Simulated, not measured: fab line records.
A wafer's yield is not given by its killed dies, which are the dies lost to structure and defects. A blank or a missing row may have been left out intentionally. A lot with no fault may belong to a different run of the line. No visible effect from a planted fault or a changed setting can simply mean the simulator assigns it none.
Which tool was responsible? || flow rit-cmos || Sampling: 14 lots, 42 wafers, 5 of 202 route steps

== WHAT THE GAUGES SHOWED, per wafer ==
RIT_PSD_OVL_MEAS_06.
{"lot": "L102", "measured": "day 3 08:02", "on": "overlay-02", "PSD_OVL (nm)": "0.8 1.2 0.1"}
{"lot": "L104", "measured": "day 3 19:02", "on": "overlay-02", "PSD_OVL (nm)": "-1.5 -0.2 -1.1"}
{"lot": "L106", "measured": "day 4 03:21", "on": "overlay-02", "PSD_OVL (nm)": "-1.1 -1.0 -1.6"}
{"lot": "L109", "measured": "day 4 18:23", "on": "overlay-01", "PSD_OVL (nm)": "-0.5 1.9 -0.1"}
{"lot": "L112", "measured": "day 5 09:02", "on": "overlay-02", "PSD_OVL (nm)": "-2.3 0.0 -0.3"}
{"lot": "L114", "measured": "day 5 20:25", "on": "overlay-01", "PSD_OVL (nm)": "-1.4 -1.3 -1.0"}
{"lot": "L116", "measured": "day 6 07:34", "on": "overlay-02", "PSD_OVL (nm)": "0.3 0.6 -0.4"}
{"lot": "L117", "measured": "day 6 10:49", "on": "overlay-02", "PSD_OVL (nm)": "-0.8 0.2 2.0"}
{"lot": "L118", "measured": "day 6 14:41", "on": "overlay-02", "PSD_OVL (nm)": "-1.0 0.8 -1.5"}
{"lot": "L119", "measured": "day 6 18:46", "on": "overlay-02", "PSD_OVL (nm)": "0.1 -0.9 1.4"}
{"lot": "L120", "measured": "day 7 00:13", "on": "overlay-01", "PSD_OVL (nm)": "0.8 0.7 0.7"}
{"lot": "L121", "measured": "day 7 06:34", "on": "overlay-02", "PSD_OVL (nm)": "0.0 1.5 0.4"}
{"lot": "L123", "measured": "day 7 19:41", "on": "overlay-02", "PSD_OVL (nm)": "-0.2 -1.8 1.1"}
{"lot": "L124", "measured": "day 7 22:34", "on": "overlay-02", "PSD_OVL (nm)": "-1.9 -1.0 0.7"}

RIT_CONTACT_OVL_MEAS_09.
{"lot": "L102", "measured": "day 3 11:15", "on": "overlay-02", "CONTACT_OVL (nm)": "0.1 0.4 0.2"}
{"lot": "L104", "measured": "day 3 22:14", "on": "overlay-01", "CONTACT_OVL (nm)": "0.7 -0.7 -1.9"}
{"lot": "L106", "measured": "day 4 06:36", "on": "overlay-01", "CONTACT_OVL (nm)": "0.4 -0.5 1.3"}
{"lot": "L109", "measured": "day 4 21:40", "on": "overlay-02", "CONTACT_OVL (nm)": "-2.0 -1.8 -1.3"}
{"lot": "L112", "measured": "day 5 12:23", "on": "overlay-02", "CONTACT_OVL (nm)": "0.6 -0.8 1.9"}
{"lot": "L114", "measured": "day 5 23:44", "on": "overlay-01", "CONTACT_OVL (nm)": "1.4 -0.5 0.4"}
{"lot": "L116", "measured": "day 6 10:52", "on": "overlay-01", "CONTACT_OVL (nm)": "-2.3 0.5 -1.3"}
{"lot": "L117", "measured": "day 6 14:10", "on": "overlay-02", "CONTACT_OVL (nm)": "1.5 0.3 0.4"}
{"lot": "L118", "measured": "day 6 18:04", "on": "overlay-01", "CONTACT_OVL (nm)": "-0.6 1.1 1.9"}
{"lot": "L119", "measured": "day 6 22:04", "on": "overlay-01", "CONTACT_OVL (nm)": "0.1 0.8 2.0"}
{"lot": "L120", "measured": "day 7 03:24", "on": "overlay-02", "CONTACT_OVL (nm)": "-1.5 0.1 1.4"}
{"lot": "L121", "measured": "day 7 09:55", "on": "overlay-01", "CONTACT_OVL (nm)": "2.0 1.5 3.2"}
{"lot": "L123", "measured": "day 7 23:14", "on": "overlay-01", "CONTACT_OVL (nm)": "-2.6 -1.6 -2.4"}
{"lot": "L124", "measured": "day 8 01:46", "on": "overlay-01", "CONTACT_OVL (nm)": "0.6 1.7 2.2"}

RIT_M1_RS_MEAS_01: a four-point-probe measurement.
{"lot": "L102", "measured": "day 3 12:34", "on": "film-metro-03", "M1_AL_RS (ohm/sq)": "0.0744 0.0739 0.0744"}
{"lot": "L104", "measured": "day 3 23:35", "on": "film-metro-02", "M1_AL_RS (ohm/sq)": "0.0747 0.0742 0.0753"}
{"lot": "L106", "measured": "day 4 08:00", "on": "film-metro-02", "M1_AL_RS (ohm/sq)": "0.0727 0.0723 0.0731"}
{"lot": "L109", "measured": "day 4 23:01", "on": "film-metro-03", "M1_AL_RS (ohm/sq)": "0.0737 0.0737 0.0736"}
{"lot": "L112", "measured": "day 5 13:47", "on": "film-metro-04", "M1_AL_RS (ohm/sq)": "0.0750 0.0752 0.0750"}
{"lot": "L114", "measured": "day 6 01:04", "on": "film-metro-02", "M1_AL_RS (ohm/sq)": "0.0734 0.0725 0.0726"}
{"lot": "L116", "measured": "day 6 12:26", "on": "film-metro-02", "M1_AL_RS (ohm/sq)": "0.0745 0.0736 0.0743"}
{"lot": "L117", "measured": "day 6 15:37", "on": "film-metro-04", "M1_AL_RS (ohm/sq)": "0.0725 0.0734 0.0727"}
{"lot": "L118", "measured": "day 6 19:23", "on": "film-metro-02", "M1_AL_RS (ohm/sq)": "0.0744 0.0730 0.0739"}
{"lot": "L119", "measured": "day 6 23:23", "on": "film-metro-03", "M1_AL_RS (ohm/sq)": "0.0738 0.0741 0.0740"}
{"lot": "L120", "measured": "day 7 04:44", "on": "film-metro-04", "M1_AL_RS (ohm/sq)": "0.0734 0.0736 0.0740"}
{"lot": "L121", "measured": "day 7 11:17", "on": "film-metro-02", "M1_AL_RS (ohm/sq)": "0.0716 0.0709 0.0714"}
{"lot": "L123", "measured": "day 8 00:34", "on": "film-metro-03", "M1_AL_RS (ohm/sq)": "0.0736 0.0734 0.0730"}
{"lot": "L124", "measured": "day 8 03:11", "on": "film-metro-03", "M1_AL_RS (ohm/sq)": "0.0707 0.0701 0.0705"}

RIT_M1_BOW_MEAS_16.
{"lot": "L102", "measured": "day 3 16:10", "on": "film-metro-02", "M1_BOW (um)": "27 16 18"}
{"lot": "L104", "measured": "day 4 03:11", "on": "film-metro-03", "M1_BOW (um)": "16 17 19"}
{"lot": "L106", "measured": "day 4 12:10", "on": "film-metro-04", "M1_BOW (um)": "20 1 12"}
{"lot": "L109", "measured": "day 5 02:37", "on": "film-metro-02", "M1_BOW (um)": "12 25 0"}
{"lot": "L112", "measured": "day 5 17:23", "on": "film-metro-04", "M1_BOW (um)": "20 20 16"}
{"lot": "L114", "measured": "day 6 04:40", "on": "film-metro-02", "M1_BOW (um)": "23 26 21"}
{"lot": "L116", "measured": "day 6 16:19", "on": "film-metro-04", "M1_BOW (um)": "7 25 13"}
{"lot": "L117", "measured": "day 6 19:12", "on": "film-metro-04", "M1_BOW (um)": "28 16 12"}
{"lot": "L118", "measured": "day 6 23:33", "on": "film-metro-02", "M1_BOW (um)": "20 -1 23"}
{"lot": "L119", "measured": "day 7 03:05", "on": "film-metro-02", "M1_BOW (um)": "13 3 9"}
{"lot": "L120", "measured": "day 7 08:31", "on": "film-metro-04", "M1_BOW (um)": "17 25 24"}
{"lot": "L121", "measured": "day 7 15:51", "on": "film-metro-03", "M1_BOW (um)": "23 9 13"}
{"lot": "L123", "measured": "day 8 04:29", "on": "film-metro-04", "M1_BOW (um)": "23 22 25"}
{"lot": "L124", "measured": "day 8 07:01", "on": "film-metro-03", "M1_BOW (um)": "15 11 22"}

== EACH LOT AND THE TOOL THAT RAN IT (in order: tool; ch and the chambers of the sampled wafers; start) ==
{"lot": "L102", "RIT_M1_SPUTTER_00": "pvd-sputter-04, day 3 12:16"}
{"lot": "L104", "RIT_M1_SPUTTER_00": "pvd-sputter-03, day 3 23:17"}
{"lot": "L106", "RIT_M1_SPUTTER_00": "pvd-sputter-03, day 4 07:41"}
{"lot": "L109", "RIT_M1_SPUTTER_00": "pvd-sputter-04, day 4 22:44"}
{"lot": "L112", "RIT_M1_SPUTTER_00": "pvd-sputter-03, day 5 13:29"}
{"lot": "L114", "RIT_M1_SPUTTER_00": "pvd-sputter-03, day 6 00:46"}
{"lot": "L116", "RIT_M1_SPUTTER_00": "pvd-sputter-03, day 6 12:08"}
{"lot": "L117", "RIT_M1_SPUTTER_00": "pvd-sputter-04, day 6 15:17"}
{"lot": "L118", "RIT_M1_SPUTTER_00": "pvd-sputter-03, day 6 19:05"}
{"lot": "L119", "RIT_M1_SPUTTER_00": "pvd-sputter-04, day 6 23:06"}
{"lot": "L120", "RIT_M1_SPUTTER_00": "pvd-sputter-03, day 7 04:25"}
{"lot": "L121", "RIT_M1_SPUTTER_00": "pvd-sputter-04, day 7 10:58"}
{"lot": "L123", "RIT_M1_SPUTTER_00": "pvd-sputter-03, day 8 00:16"}
{"lot": "L124", "RIT_M1_SPUTTER_00": "pvd-sputter-04, day 8 02:52"}
- RIT_M1_SPUTTER_00: material Al, target thk 400 nm, time 500 s.

== WHAT THE TOOLS THEMSELVES READ (means of the sampled wafers that have a number; where no wafer has one, the mark that the record gives instead) ==
RIT_M1_SPUTTER_00.
{"lot": "L102", "tool": "pvd-sputter-04", "chamber-pressure-pa (Pa)": 0.4005, "throttle-valve-pct (%)": 30.6}
{"lot": "L104", "tool": "pvd-sputter-03", "chamber-pressure-pa (Pa)": 0.3994, "throttle-valve-pct (%)": 29.5}
{"lot": "L106", "tool": "pvd-sputter-03", "chamber-pressure-pa (Pa)": 0.4000, "throttle-valve-pct (%)": 30.2}
{"lot": "L109", "tool": "pvd-sputter-04", "chamber-pressure-pa (Pa)": 0.3997, "throttle-valve-pct (%)": 30.5}
{"lot": "L112", "tool": "pvd-sputter-03", "chamber-pressure-pa (Pa)": 0.4004, "throttle-valve-pct (%)": 29.9}
{"lot": "L114", "tool": "pvd-sputter-03", "chamber-pressure-pa (Pa)": 0.4005, "throttle-valve-pct (%)": 29.8}
{"lot": "L116", "tool": "pvd-sputter-03", "chamber-pressure-pa (Pa)": 0.4002, "throttle-valve-pct (%)": 29.6}
{"lot": "L117", "tool": "pvd-sputter-04", "chamber-pressure-pa (Pa)": 0.4006, "throttle-valve-pct (%)": 29.9}
{"lot": "L118", "tool": "pvd-sputter-03", "chamber-pressure-pa (Pa)": 0.4006, "throttle-valve-pct (%)": 29.8}
{"lot": "L119", "tool": "pvd-sputter-04", "chamber-pressure-pa (Pa)": 0.4004, "throttle-valve-pct (%)": 29.1}
{"lot": "L120", "tool": "pvd-sputter-03", "chamber-pressure-pa (Pa)": 0.4008, "throttle-valve-pct (%)": 30.3}
{"lot": "L121", "tool": "pvd-sputter-04", "chamber-pressure-pa (Pa)": 0.3520, "throttle-valve-pct (%)": 32.6}
{"lot": "L123", "tool": "pvd-sputter-03", "chamber-pressure-pa (Pa)": 0.4004, "throttle-valve-pct (%)": 29.0}
{"lot": "L124", "tool": "pvd-sputter-04", "chamber-pressure-pa (Pa)": 0.3520, "throttle-valve-pct (%)": 33.3}

== THE ANSWER, worked out from the rows above alone ==
Rule: usual is defined by the lots themselves. The widest of any qualifying gaps counts: lots, ordered by their means at a reading, are off when they make up no more than a third of the lots, leave a main group of 4 or more, and stand apart from it by 3 or more times the standard deviation of that group's means. The tables above print the reading to a certain number of digits; a main group whose means all agree to those digits is not used. Also off: a lot with no number at a reading for which 4 or more lots have one. Any other lot the step has rows for is counted as sound. The gauges are gone through in route order, then the tools' own readings, and for those a lot's mean is taken as printed above. At the first step where some lot is off, the reading lying furthest off is the one used; lots without a number count as furthest.
Off: L121, L124, at RIT_M1_SPUTTER_00 (chamber-pressure-pa). For the main group the mean is 0.4003 Pa and the standard deviation 0.00039.
A tool fits if, at that step or a process step before it, it ran every lot that is off, and no sound lot after the first of them. One fits: RIT_M1_SPUTTER_00 on pvd-sputter-04. Its last sound lot is L119 (day 6 23:06), its first lot that is off L121 (day 7 10:58): a fault that began between those two fits.
The tool's own readings at RIT_M1_SPUTTER_00 bear it out: on the lots that are off they differ by more than 5 times the standard deviation of the sound lots' means. chamber-pressure-pa reads 0.3520 Pa there against 0.4003 Pa on the sound lots; throttle-valve-pct reads 33.0 % there against 29.9 % on the sound lots.

== WHAT HAD BEEN PUT IN BY THE SIMULATOR ==
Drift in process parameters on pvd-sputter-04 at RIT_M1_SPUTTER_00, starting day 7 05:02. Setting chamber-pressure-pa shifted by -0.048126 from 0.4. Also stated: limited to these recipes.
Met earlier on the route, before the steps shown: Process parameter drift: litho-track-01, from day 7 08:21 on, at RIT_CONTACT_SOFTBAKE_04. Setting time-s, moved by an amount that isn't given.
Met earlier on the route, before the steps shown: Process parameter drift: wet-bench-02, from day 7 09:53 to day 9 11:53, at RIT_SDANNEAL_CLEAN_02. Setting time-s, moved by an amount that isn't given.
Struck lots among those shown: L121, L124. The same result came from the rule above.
